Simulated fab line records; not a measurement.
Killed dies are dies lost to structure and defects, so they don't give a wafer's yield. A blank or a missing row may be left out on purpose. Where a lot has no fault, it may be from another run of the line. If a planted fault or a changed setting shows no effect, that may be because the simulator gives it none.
A lot that was struck, set against a sound lot | flow berkeley cmos170 | 14 out of 331 route steps
Sound: wafers L279.1, L279.3, L279.5. The struck wafers were L285.1, L285.2, L285.6. The cause is given at the end.
At each step with rows: each side's tool, then ch and its chambers, then its first start. Under that, the readings that differ: sound wafers | struck wafers | difference of the means | sigmas: that difference in standard deviations of wafers without a fault.
alike: words and numbers the same on both sides, and readings whose means are apart by under 2 such deviations; not compared: readings that were withheld, readings missing a value for some wafer, numbers with overlapping values and no deviation given by the record, and bounds like >300 which may hide the same value.
A row with sigmas, a row that says differs or no value, or rows on one side alone: a step with any of these is where the two part. When numbers do not overlap yet have no deviation, they are printed without sigmas and do not part them. A reading missing from all wafers of one side parts the sides only when that side holds two or more wafers.

UCB170_CONTACT_OVL_MEAS_16:
  sound: overlay-01 at day 8 09:36; struck: overlay-01 at day 9 11:59
  alike: CONTACT_OVL
UCB170_CONTACT_ETCH_17: etches BARC in N2/H2.
  sound on rie diel-03 ch 1,2,3, day 8 09:38; struck on rie diel-04 ch 0,1,2, day 9 12:01
  alike: drypump motor current A, oes product au, throttle valve pct
UCB170_CONTACT_ETCH_18: etches PSG in CHF3/CF4/Ar, stops on TiSi2, target depth 840 nm, time 195 s.
  sound on rie diel-03 ch 1,2,3; struck on rie diel-04 ch 0,1,2
  alike: drypump motor current A, oes product au, throttle valve pct
  not compared: rf hours counter h
UCB170_CONTACT_STRIP_19: strips in O2.
  sound on plasma asher-03 ch 0,1, day 8 09:48; struck on plasma asher-04 ch 0,1, day 9 12:11
  alike: drypump motor current A, oes product au
  not compared: rf hours counter h
UCB170_CONTACT_CD_MEAS_90: the cd target is 700 nm.
  sound: cd sem-02 at day 8 09:54; struck: cd sem-01 at day 9 12:17
  alike: cd nm
then, 1 step without rows for these wafers: UCB170_CONTACT_CLEAN_20 (cleans in SPM, time 600 s).
UCB170_M1_SPUTTER_00: material Al, target thk 600 nm, time 80 s.
  sound: pvd sputter-04 at day 8 10:13; struck: pvd sputter-03 at day 9 12:36
  alike: throttle valve pct
UCB170_M1_RS_MEAS_01: uses a four-point probe to measure.
  sound: film metro-03 at day 8 10:16; struck: film metro-02 at day 9 12:40
  alike: M1_AL_RS
UCB170_M1_THK_MEAS_02: measures by xrf.
  sound: film metro-03 at day 8 10:23; struck: film metro-02 at day 9 12:47
  alike: M1_AL_THK
then, 3 steps without rows for these wafers: UCB170_M1_COAT_03; UCB170_M1_COAT_04 (resist thk 900 nm); UCB170_M1_SOFTBAKE_05 (time 60 s).
UCB170_M1_EXPOSE_06: exposes mask METAL1, target cd 700 nm.
  struck on krf scanner-01, day 9 13:20; sound on krf scanner-01 ch 0, day 8 11:09
  no value came back on the struck wafers for exposure dose mJ cm2, focus offset nm (nm); on the sound wafers exposure dose mJ cm2 reads 21.018 21.004 21.019
  alike: mask
next, for these wafers, 1 step has no rows: UCB170_M1_PEB_07.

## WHERE THEY PART
Within this record, at UCB170_M1_EXPOSE_06 only.

WHY: the cause the simulator had injected
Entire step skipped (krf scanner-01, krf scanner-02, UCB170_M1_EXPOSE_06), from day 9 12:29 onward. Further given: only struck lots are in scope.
